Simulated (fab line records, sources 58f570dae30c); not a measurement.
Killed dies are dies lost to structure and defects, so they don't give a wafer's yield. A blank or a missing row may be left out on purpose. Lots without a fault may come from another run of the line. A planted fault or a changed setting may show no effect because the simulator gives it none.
Which tool did it? | flow berkeley_cmos170 | 14 lots, 42 wafers sampled, at 7 steps of a route of 331

WHAT THE GAUGES READ, wafer by wafer
UCB170_PSD_TW_MEAS_10. Usual: PSD_TW 2314, standard deviation 24.
lot  | measured     | on            | PSD_TW         | flag
L241 | day 7 18:22  | film_metro-02 | 2377 2354 2356 |
L242 | day 8 02:38  | film_metro-03 | 2287 2299 2298 |
L243 | day 8 02:47  | film_metro-01 | 2320 2320 2321 |
L244 | day 8 02:55  | film_metro-01 | 2332 2320 2323 |
L246 | day 8 09:08  | film_metro-03 | 2286 2292 2302 |
L245 | day 8 09:26  | film_metro-03 | 2293 2292 2299 |
L251 | day 9 14:34  | film_metro-03 | 2304 2303 2312 |
L253 | day 9 22:33  | film_metro-01 | 2086 2082 2086 | OFF
L254 | day 10 12:23 | film_metro-01 | 2319 2330 2322 |
L255 | day 10 13:05 | film_metro-02 | 2121 2110 2105 | OFF
L256 | day 10 13:08 | film_metro-03 | 2277 2288 2279 |
L260 | day 11 15:41 | film_metro-03 | 2301 2296 2285 |
L258 | day 11 15:57 | film_metro-03 | 2304 2298 2293 |
L262 | day 12 15:39 | film_metro-01 | 2312 2312 2310 |

UCB170_SDANNEAL_RS_MEAS_02: measures by four-point-probe. Usual: PSD_RS 75.5 ohm/sq, standard deviation 0.33.
lot  | measured     | on            | PSD_RS (ohm/sq) | flag
L241 | day 7 21:05  | film_metro-01 | 75.1 75.2 75.3  |
L242 | day 8 06:31  | film_metro-03 | 76.1 75.9 75.8  |
L243 | day 8 07:35  | film_metro-03 | 75.6 75.3 75.6  |
L244 | day 8 06:41  | film_metro-02 | 74.9 75.3 75.4  |
L246 | day 8 16:21  | film_metro-03 | 75.9 76.0 75.5  |
L245 | day 8 16:08  | film_metro-01 | 75.0 75.0 75.3  |
L251 | day 9 18:40  | film_metro-01 | 74.9 74.8 74.6  |
L253 | day 10 01:28 | film_metro-03 | 96.4 96.3 96.6  | OFF
L254 | day 10 18:26 | film_metro-03 | 75.4 75.7 75.7  |
L255 | day 10 18:25 | film_metro-02 | 96.7 96.6 97.2  | OFF
L256 | day 10 18:34 | film_metro-01 | 75.5 75.7 75.8  |
L260 | day 11 18:29 | film_metro-02 | 75.2 75.5 75.7  |
L258 | day 11 19:20 | film_metro-01 | 75.6 75.6 75.7  |
L262 | day 12 18:49 | film_metro-02 | 75.5 75.2 75.6  |

UCB170_V2_CD_MEAS_90: target cd 700 nm. Usual: cd_nm 699.9 nm, standard deviation 1.4.
lot  | measured     | on        | cd_nm (nm)        | flag
L241 | day 8 15:02  | cd_sem-01 | 702.0 700.6 701.0 |
L242 | day 9 03:08  | cd_sem-02 | 700.2 699.9 698.7 |
L243 | day 9 07:05  | cd_sem-01 | 700.6 700.8 701.0 |
L244 | day 9 03:57  | cd_sem-02 | 700.1 700.3 700.3 |
L246 | day 9 12:22  | cd_sem-01 | 699.4 699.4 699.9 |
L245 | day 9 12:32  | cd_sem-01 | 698.8 699.2 699.0 |
L251 | day 10 11:25 | cd_sem-01 | 701.8 702.4 701.6 |
L253 | day 10 19:55 | cd_sem-01 | 698.4 700.4 700.7 |
L254 | day 11 11:49 | cd_sem-02 | 698.6 699.4 699.1 |
L255 | day 11 12:50 | cd_sem-01 | 699.5 701.5 701.6 |
L256 | day 11 14:29 | cd_sem-02 | 699.5 697.3 696.9 |
L260 | day 12 14:14 | cd_sem-02 | 700.3 702.4 703.1 |
L258 | day 12 16:47 | cd_sem-02 | 701.1 701.1 701.8 |
L262 | day 13 12:56 | cd_sem-02 | 702.5 702.8 702.2 |

UCB170_M3_BOW_MEAS_20. Usual: M3_BOW 35 um, standard deviation 7.3.
lot  | measured     | on            | M3_BOW (um) | flag
L241 | day 8 18:34  | film_metro-02 | 34 36 47    |
L242 | day 9 06:21  | film_metro-02 | 48 41 38    |
L243 | day 9 11:07  | film_metro-03 | 41 38 26    |
L244 | day 9 07:07  | film_metro-03 | 28 22 31    |
L246 | day 9 15:56  | film_metro-03 | 42 26 29    |
L245 | day 9 17:18  | film_metro-03 | 29 19 32    |
L251 | day 10 14:51 | film_metro-01 | 32 25 32    |
L253 | day 10 22:58 | film_metro-03 | 42 36 30    |
L254 | day 11 14:46 | film_metro-01 | 31 40 43    |
L255 | day 11 15:46 | film_metro-02 | 41 40 40    |
L256 | day 11 17:16 | film_metro-03 | 34 36 37    |
L260 | day 12 17:42 | film_metro-02 | 40 44 29    |
L258 | day 12 19:34 | film_metro-02 | 47 39 41    |
L262 | day 13 15:55 | film_metro-02 | 45 37 48    |

WHICH TOOL RAN EACH LOT (tool, then ch and the chambers of the sampled wafers, then the start)
lot  | UCB170_PSD_IMPLANT_08           | UCB170_PSD_STRIP_09                  | UCB170_CONTACT_STRIP_06
L241 | implanter-01 ch 0, day 7 18:07  | plasma_asher-02 ch 0,1, day 7 18:16  | plasma_asher-04 ch 0,1, day 8 01:07
L242 | implanter-03 ch 0, day 8 02:25  | plasma_asher-04 ch 0,1, day 8 02:33  | plasma_asher-04 ch 0,1, day 8 11:02
L243 | implanter-01 ch 0, day 8 02:32  | plasma_asher-02 ch 0,1, day 8 02:41  | plasma_asher-04 ch 0,1, day 8 13:03
L244 | implanter-03 ch 0, day 8 02:41  | plasma_asher-04 ch 0,1, day 8 02:49  | plasma_asher-02 ch 0,1, day 8 11:04
L246 | implanter-03 ch 0, day 8 08:53  | plasma_asher-01 ch 0,1, day 8 09:02  | plasma_asher-02 ch 0,1, day 8 19:41
L245 | implanter-01 ch 0, day 8 09:13  | plasma_asher-02 ch 0,1, day 8 09:21  | plasma_asher-03 ch 0,1, day 8 20:22
L251 | implanter-02 ch 0, day 9 14:19  | plasma_asher-01 ch 0,1, day 9 14:28  | plasma_asher-02 ch 0,1, day 9 22:10
L253 | implanter-01 ch 0, day 9 22:18  | plasma_asher-01 ch 0,1, day 9 22:25  | plasma_asher-03 ch 0,1, day 10 04:46
L254 | implanter-02 ch 0, day 10 12:10 | plasma_asher-04 ch 0,1, day 10 12:17 | plasma_asher-04 ch 0,1, day 10 21:48
L255 | implanter-01 ch 0, day 10 12:52 | plasma_asher-04 ch 0,1, day 10 12:59 | plasma_asher-02 ch 0,1, day 10 22:10
L256 | implanter-03 ch 0, day 10 12:55 | plasma_asher-01 ch 0,1, day 10 13:03 | plasma_asher-04 ch 0,1, day 10 23:39
L260 | implanter-03 ch 0, day 11 15:29 | plasma_asher-02 ch 0,1, day 11 15:35 | plasma_asher-04 ch 0,1, day 11 22:41
L258 | implanter-02 ch 0, day 11 15:43 | plasma_asher-01 ch 0,1, day 11 15:50 | plasma_asher-03 ch 0,1, day 12 02:41
L262 | implanter-03 ch 0, day 12 15:25 | plasma_asher-01 ch 0,1, day 12 15:32 | plasma_asher-03 ch 0,1, day 12 23:50
- UCB170_PSD_IMPLANT_08
- UCB170_PSD_STRIP_09: strips in O2.
- UCB170_CONTACT_STRIP_06: strips in O2.

WHAT THE TOOLS THEMSELVES READ (means of the sampled wafers that have a number; where no wafer has one, the mark that the record gives instead)
UCB170_PSD_IMPLANT_08. Usual: dose_ions_cm2 2.999e+15, standard deviation 3.1e+12; end_station_pressure_torr 1.25e-05 Torr, standard deviation 6.6e-07; faraday_current_uA 9269, standard deviation 180.
lot  | tool         | dose_ions_cm2 | end_station_pressure_torr (Torr) | faraday_current_uA | flag
L241 | implanter-01 | 3.000e+15     | 1.21e-05                         | 9305               |
L242 | implanter-03 | 2.997e+15     | 1.30e-05                         | 9497               |
L243 | implanter-01 | 2.996e+15     | 1.21e-05                         | 9228               |
L244 | implanter-03 | 2.997e+15     | 1.24e-05                         | 9320               |
L246 | implanter-03 | 2.997e+15     | 1.33e-05                         | 9115               |
L245 | implanter-01 | 3.001e+15     | 1.26e-05                         | 9092               |
L251 | implanter-02 | 2.999e+15     | 1.16e-05                         | 9330               |
L253 | implanter-01 | 2.099e+15     | 1.01e-05                         | 6389               | OFF
L254 | implanter-02 | 3.001e+15     | 1.22e-05                         | 9102               |
L255 | implanter-01 | 2.102e+15     | 1.03e-05                         | 6545               | OFF
L256 | implanter-03 | 2.999e+15     | 1.20e-05                         | 9078               |
L260 | implanter-03 | 2.998e+15     | 1.23e-05                         | 9428               |
L258 | implanter-02 | 2.997e+15     | 1.25e-05                         | 9162               |
L262 | implanter-03 | 2.998e+15     | 1.32e-05                         | 9212               |

UCB170_PSD_STRIP_09. Usual: chamber_pressure_mTorr 3500 mTorr, standard deviation 3.4; drypump_motor_current_A 5.9 A, standard deviation 0.73; oes_product_au 0.600 a.u., standard deviation 0.004; strip_time_to_endpoint_s 29.41 s, standard deviation 0.064.
lot  | tool            | chamber_pressure_mTorr (mTorr) | drypump_motor_current_A (A) | oes_product_au (a.u.) | strip_time_to_endpoint_s (s) | flag
L241 | plasma_asher-02 | 3499                           | 5.5                         | 0.605                 | 29.34                        |
L242 | plasma_asher-04 | 3500                           | 6.4                         | 0.602                 | 29.36                        |
L243 | plasma_asher-02 | 3502                           | 5.1                         | 0.604                 | 29.43                        |
L244 | plasma_asher-04 | 3501                           | 6.4                         | 0.598                 | 29.45                        |
L246 | plasma_asher-01 | 3500                           | 6.2                         | 0.596                 | 29.36                        |
L245 | plasma_asher-02 | 3501                           | 5.5                         | 0.599                 | 29.45                        |
L251 | plasma_asher-01 | 3499                           | 6.2                         | 0.595                 | 29.50                        |
L253 | plasma_asher-01 | 3501                           | 5.8                         | 0.654                 | 25.74                        | OFF
L254 | plasma_asher-04 | 3501                           | 6.5                         | 0.598                 | 29.40                        |
L255 | plasma_asher-04 | 3500                           | 6.4                         | 0.653                 | 25.83                        | OFF
L256 | plasma_asher-01 | 3498                           | 5.8                         | 0.599                 | 29.33                        |
L260 | plasma_asher-02 | 3501                           | 5.1                         | 0.598                 | 29.49                        |
L258 | plasma_asher-01 | 3500                           | 5.7                         | 0.603                 | 29.40                        |
L262 | plasma_asher-01 | 3501                           | 6.2                         | 0.601                 | 29.44                        |

UCB170_CONTACT_STRIP_06. Usual: chamber_pressure_mTorr 3500 mTorr, standard deviation 3.2; drypump_motor_current_A 6.0 A, standard deviation 0.56; oes_product_au 0.734 a.u., standard deviation 0.0049; strip_time_to_endpoint_s 21.97 s, standard deviation 0.062.
lot  | tool            | chamber_pressure_mTorr (mTorr) | drypump_motor_current_A (A) | oes_product_au (a.u.) | strip_time_to_endpoint_s (s) | flag
L241 | plasma_asher-04 | 3499                           | 6.4                         | 0.730                 | 22.01                        |
L242 | plasma_asher-04 | 3499                           | 6.4                         | 0.733                 | 21.95                        |
L243 | plasma_asher-04 | 3500                           | 6.4                         | 0.739                 | 22.00                        |
L244 | plasma_asher-02 | 3501                           | 5.1                         | 0.735                 | 21.91                        |
L246 | plasma_asher-02 | 3502                           | 5.5                         | 0.731                 | 21.97                        |
L245 | plasma_asher-03 | 3500                           | 6.0                         | 0.734                 | 22.01                        |
L251 | plasma_asher-02 | 3504                           | 5.1                         | 0.732                 | 22.00                        |
L253 | plasma_asher-03 | 3496                           | 6.0                         | 0.735                 | 22.05                        |
L254 | plasma_asher-04 | 3499                           | 6.5                         | 0.729                 | 21.94                        |
L255 | plasma_asher-02 | 3499                           | 5.5                         | 0.731                 | 21.91                        |
L256 | plasma_asher-04 | 3498                           | 6.4                         | 0.730                 | 21.95                        |
L260 | plasma_asher-04 | 3500                           | 6.4                         | 0.738                 | 22.00                        |
L258 | plasma_asher-03 | 3499                           | 6.0                         | 0.733                 | 21.88                        |
L262 | plasma_asher-03 | 3502                           | 5.9                         | 0.735                 | 21.93                        |

THE ANSWER, worked out from the rows above alone
Rule: a lot is off if the mean of its wafers that have a number lies more than 3 standard deviations from the usual mean. A lot without any number at a reading at which 4 lots or more have one is off too. The other lots that the step has rows for count as sound. The gauges are gone through in route order, then the tools' own readings, and for those a lot's mean is taken as printed above. The first step at which some lot is off is used, and at that step the reading that is off furthest; a lot without a number counts as furthest.
Off: L253, L255, at UCB170_PSD_TW_MEAS_10 (PSD_TW).
A tool fits if, at a process step before that reading, it ran every lot that is off, and no sound lot after the first of them. The gauges at UCB170_PSD_TW_MEAS_10 aren't tried: what is off there is off at UCB170_PSD_IMPLANT_08 too, on other tools, and a gauge's error can't cause that. One fits: implanter-01 at UCB170_PSD_IMPLANT_08. Its last sound lot is L245 (day 8 09:13), its first lot that is off L253 (day 9 22:18): a fault that began between those two fits.
The tool's own readings at UCB170_PSD_IMPLANT_08 bear it out: on the lots that are off they differ by more than 5 times the standard deviation of the sound lots' means. dose_ions_cm2 reads 2.100e+15 there against 2.998e+15 on the sound lots; faraday_current_uA reads 6467 there against 9239 on the sound lots.

WHAT THE SIMULATOR HAD PUT IN
Process parameter drift: implanter-01, from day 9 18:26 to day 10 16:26, at UCB170_PSD_IMPLANT_08. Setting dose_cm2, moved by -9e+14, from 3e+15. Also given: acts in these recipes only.
Lots struck among those shown: L253, L255. The rule above found the same.
